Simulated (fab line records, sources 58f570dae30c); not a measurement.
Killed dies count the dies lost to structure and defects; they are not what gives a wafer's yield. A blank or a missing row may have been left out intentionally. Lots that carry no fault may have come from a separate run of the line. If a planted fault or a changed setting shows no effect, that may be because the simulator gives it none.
Chamber matching -- flow berkeley cmos170 -- UCB170_V2_CVD_00 on pecvd-03 has 3 sister chambers
The step deposits SiO2 from TEOS/O2, target thk 2000 nm, time 250 s. 3 wafers are shown with their chamber, then 7 later ones without.

## WAFERS WITH THEIR CHAMBER
wafer,chamber,susceptor temp C (C)
L518.2,0,389.75
L519.3,2,390.00
L519.4,1,389.95

## WAFERS WITH NO CHAMBER GIVEN
wafer,susceptor temp C (C)
L519.5,389.89
L529.2,389.57
L529.3,390.17
L529.4,389.57
L526.1,389.62
L526.2,389.96
L526.3,390.39

## CHAMBER TAKEN BY EACH
wafer,from the rows above,in truth
L519.5,can't be placed: 1 or 2 or 0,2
L529.2,can't be placed: 0 or 1 or 2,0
L529.3,can't be placed: 2 or 1 or 0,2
L529.4,can't be placed: 0 or 1 or 2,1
L526.1,can't be placed: 0 or 1 or 2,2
L526.2,can't be placed: 1 or 2 or 0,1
L526.3,can't be placed: 2 or 1 or 0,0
Correct placement for 0 of the 7. Not placeable from these rows: 7 (in 7, the candidates include the true chamber). Placed wrongly: 0.
How it was worked out, from the rows above alone: a wafer's distance from a chamber is the root of the sum, over the readings, of the square of ((its reading less the chamber's mean) divided by the reading's scatter). If the next closest chamber is less than 2 further off than the closest, the wafer can't be placed; otherwise it belongs to the closest. A chamber's mean is the mean of its shown wafers. The scatter: with one shown wafer a chamber, the root of the mean of the squares of how far each hidden wafer lies from its nearest shown one.
